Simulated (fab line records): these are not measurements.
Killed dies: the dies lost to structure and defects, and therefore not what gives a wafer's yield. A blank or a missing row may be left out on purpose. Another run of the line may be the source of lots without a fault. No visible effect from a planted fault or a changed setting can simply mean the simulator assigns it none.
Split-lot study + flow ritCmos + 5 lots, 23 wafers read, on a route of 202 steps

== ON THE SPLIT ==
At RIT_NSD_IMPLANT_08, the setting doseCm2 was moved away from the recipe's 1e+15 on 7 of the 23 wafers read, by -6.9% to +5.3%. All remaining wafers had this setting at the recipe value.

== FROM THE SPLIT TO THE READING: what the file shows between them, 4 steps ==
- RIT_PSD_HARDBAKE_07: time 60 s (also split here: tempC)
- RIT_PSD_IMPLANT_08
- RIT_PSD_STRIP_09: strips in O2, time 180 s
- RIT_SDANNEAL_RTA_03: time 5 s

== THE READING ==
NSD_RS (ohm/sq), read at RIT_SDANNEAL_RS_MEAS_05 with a four-point probe. A value of 84.5 ohm/sq with a standard deviation of 0.31 ohm/sq is what fault-free wafers of this fab line usually give.

| wafer  | tool, chamber at the split | doseCm2 as run | against the recipe | NSD_RS, ohm/sq | against lot-mates on the recipe |
|--------|----------------------------|----------------|--------------------|----------------|---------------------------------|
| L074.3 | implanter-03, 0            | 1e+15          | recipe             | 84.8           | -                               |
| L074.5 | implanter-03, 0            | 1e+15          | recipe             | 84.9           | -                               |
| L074.6 | implanter-03, 0            | 1e+15          | recipe             | 85.1           | -                               |
| L078.1 | implanter-02, 0            | 1e+15          | recipe             | 84.4           | -                               |
| L078.2 | implanter-02, 0            | 1e+15          | recipe             | 84.1           | -                               |
| L078.3 | implanter-02, 0            | 1e+15          | recipe             | 84.2           | -                               |
| L078.4 | implanter-02, 0            | 1e+15          | recipe             | 84.3           | -                               |
| L078.5 | implanter-02, 0            | 1e+15          | recipe             | 84.2           | -                               |
| L079.1 | implanter-02, 0            | 1e+15          | recipe             | 84.3           | -                               |
| L079.3 | implanter-02, 0            | 1.027e+15      | +2.7%              | 82.6           | -1.8                            |
| L079.4 | implanter-02, 0            | 1.027e+15      | +2.7%              | 82.7           | -1.7                            |
| L079.5 | implanter-02, 0            | 1e+15          | recipe             | 84.2           | -                               |
| L079.6 | implanter-02, 0            | 1e+15          | recipe             | 84.6           | -                               |
| L083.2 | implanter-02, 0            | 1.053e+15      | +5.3%              | 81.4           | -3.3                            |
| L083.3 | implanter-02, 0            | 1.053e+15      | +5.3%              | 81.1           | -3.6                            |
| L083.4 | implanter-02, 0            | 1e+15          | recipe             | 84.7           | -                               |
| L083.5 | implanter-02, 0            | 1e+15          | recipe             | 84.7           | -                               |
| L083.6 | implanter-02, 0            | 1e+15          | recipe             | 84.7           | -                               |
| L085.2 | implanter-03, 0            | 9.311e+14      | -6.9%              | 88.8           | +4.3                            |
| L085.3 | implanter-03, 0            | 1e+15          | recipe             | 84.5           | -                               |
| L085.4 | implanter-03, 0            | 9.311e+14      | -6.9%              | 88.8           | +4.3                            |
| L085.5 | implanter-03, 0            | 1e+15          | recipe             | 84.4           | -                               |
| L085.6 | implanter-03, 0            | 9.311e+14      | -6.9%              | 88.9           | +4.5                            |

THE FIT
A straight line over all 23 wafers: NSD_RS changes by -0.629 ohm/sq for each +1% of doseCm2; r = -0.99; the points scatter about the line by 0.26 ohm/sq.
The same after taking each lot's own level away (the mean of its wafers on the recipe; 23 wafers): -0.64 ohm/sq for each +1%; r = -1.00; scatter 0.11 ohm/sq.
That fit puts the effect of the largest move of doseCm2 on the reading at 4.4 ohm/sq.
From 84.24 to 84.93 ohm/sq: that is the span of the lots' own levels, equal to 2.2 times the standard deviation above.
So the lot-to-lot level changes the slope little: the two slopes agree.
Check: for one of the wafers moved furthest among these (-6.9%), held out of the fit, the line's prediction against its lot-mates is +4.42 ohm/sq. Against them it came out at +4.35 ohm/sq.

== OTHER SPLITS ON THESE WAFERS ==
Before the reading, these wafers also passed through other splits. Each is held against what the fit with the lots' levels taken away leaves over:
| other split on the same wafers    | wafers away from the commonest value | r with NSD_RS (lot level and that fit taken away) |
|-----------------------------------|--------------------------------------|---------------------------------------------------|
| RIT_GATE_EXPOSE_13 doseMj         | 8                                    | -0.24                                             |
| RIT_NLDD_SOFTBAKE_02 tempC        | 9                                    | -0.07                                             |
| RIT_PLDD_COAT_01 resistThkNm      | 4                                    | +0.04                                             |
| RIT_SPACER_CVD_03 sih2cl2FlowSccm | 10                                   | +0.01                                             |
| RIT_PSD_HARDBAKE_07 tempC         | 5                                    | -0.14                                             |

== FILE'S OWN FIT ==
NSD_RS changes by -0.642 ohm/sq for each +1% of doseCm2, r = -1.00.
